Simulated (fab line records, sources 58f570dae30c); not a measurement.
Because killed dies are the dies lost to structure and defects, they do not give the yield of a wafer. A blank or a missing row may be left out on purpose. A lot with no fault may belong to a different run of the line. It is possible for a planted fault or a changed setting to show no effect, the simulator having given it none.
Comparing a struck lot with a sound one + flow berkeleyCmos170 + 19 steps out of a route of 331
Sound: the wafers L136.1, L136.3, L136.4. Wafers struck: L125.1, L125.2, L125.4. The cause is named last.
At each step with rows: each side's tool, then ch and its chambers, then its first start. Under that, the readings that differ: sound wafers + struck wafers + difference of the means + sigmas: that difference in standard deviations of wafers without a fault.
alike: a reading whose means differ by less than 2 such deviations, as well as words and numbers matching on both sides. not compared: withheld readings; readings where some wafer has no value; bounds like >300 that might hide an equal value; numbers whose values overlap and for which the record gives no deviation.
The two part at a step that has a row with sigmas, a row that says differs or no value, or rows on one side only. Non-overlapping numbers with no deviation appear without sigmas and do not part them. Lack of a reading on every wafer of one side parts them only where that side has two or more wafers.

first, 2 steps without rows for these wafers: UCB170_NLDD_IMPLANT_08; UCB170_NLDD_IMPLANT_09.
UCB170_NLDD_STRIP_10: strips in O2.
  sound on plasmaAsher-01 ch 0,1, day 12 19:23; struck on plasmaAsher-03 ch 0,1, day 10 00:47
  alike: drypumpMotorCurrentA, oesProductAu, stripTimeToEndpointS
  not compared: rfHoursCounterH
UCB170_NLDD_TW_MEAS_11:
  sound on filmMetro-03 at day 12 19:29; struck on filmMetro-02 at day 10 00:53
| reading | sound          | struck         | difference | sigmas |
|---------|----------------|----------------|------------|--------|
| NLDD_TW | 2243 2239 2258 | 2184 2183 2183 | -63        | -2     |
then, 1 step without rows for these wafers: UCB170_NLDD_CLEAN_12 (cleans in SPM, time 600 s).
UCB170_SPACER_CVD_00: deposits SiO2 from TEOS/O2, target thk 376 nm, time 47 s.
  sound on pecvd-03 ch 0,1, day 12 19:44; struck on pecvd-04 ch 0,1,2, day 10 01:07
  alike: heaterPowerW
UCB170_SPACER_THK_MEAS_01:
  sound on filmMetro-04 at day 12 19:47; struck on filmMetro-02 at day 10 01:10
  alike: SPACER_TEOS_THK
then, 1 step without rows for these wafers: UCB170_SPACER_ANNEAL_02 (time 1800 s).
UCB170_SPACER_ETCHBACK_03: etches SiO2 in CHF3/CF4/Ar, stops on Si, target depth 376 nm, time 100 s.
  sound on rieDiel-02 ch 0,2,3, day 13 01:44; struck on rieDiel-03 ch 2,3, day 10 12:58
  alike: drypumpMotorCurrentA, oesProductAu, throttleValvePct
  not compared: rfHoursCounterH
then, 3 steps without rows for these wafers: UCB170_PSD_HMDS_00 (prime time 60 s); UCB170_PSD_COAT_01 (resist thk 900 nm); UCB170_PSD_SOFTBAKE_02 (time 60 s).
UCB170_PSD_EXPOSE_03: exposes mask PSELECT MOD, target cd 1200 nm.
  sound on krfScanner-01 ch 0, day 13 03:02; struck on krfScanner-02 ch 0, day 10 13:58
| reading                   | sound             | struck      | difference | sigmas |
|---------------------------|-------------------|-------------|------------|--------|
| model.PSD.overlayXNm (nm) | 6.609 6.609 6.609 | 114 114 114 | +107       |        |
  alike: mask
then, 2 steps without rows for these wafers: UCB170_PSD_PEB_04; UCB170_PSD_DEVELOP_05 (develop time 45 s).
UCB170_PSD_CD_MEAS_06: target cd 1200 nm.
  sound on cdSem-01 at day 13 04:30; struck on cdSem-02 at day 10 14:22
  alike: cdNm
UCB170_PSD_OVL_MEAS_07:
  sound on overlay-01 at day 13 04:37; struck on overlay-01 at day 10 14:29
| reading      | sound | struck      | difference | sigmas |
|--------------|-------|-------------|------------|--------|
| PSD_OVL (nm) | 6 0 6 | 115 107 116 | +109       | +22    |
then, 2 steps without rows for these wafers: UCB170_PSD_IMPLANT_08; UCB170_M3_PROBE_99.

## WHERE THEY PART
Last at UCB170_PSD_OVL_MEAS_07 as far as this record goes, first at UCB170_NLDD_TW_MEAS_11.

WHY: whatever the simulator had introduced
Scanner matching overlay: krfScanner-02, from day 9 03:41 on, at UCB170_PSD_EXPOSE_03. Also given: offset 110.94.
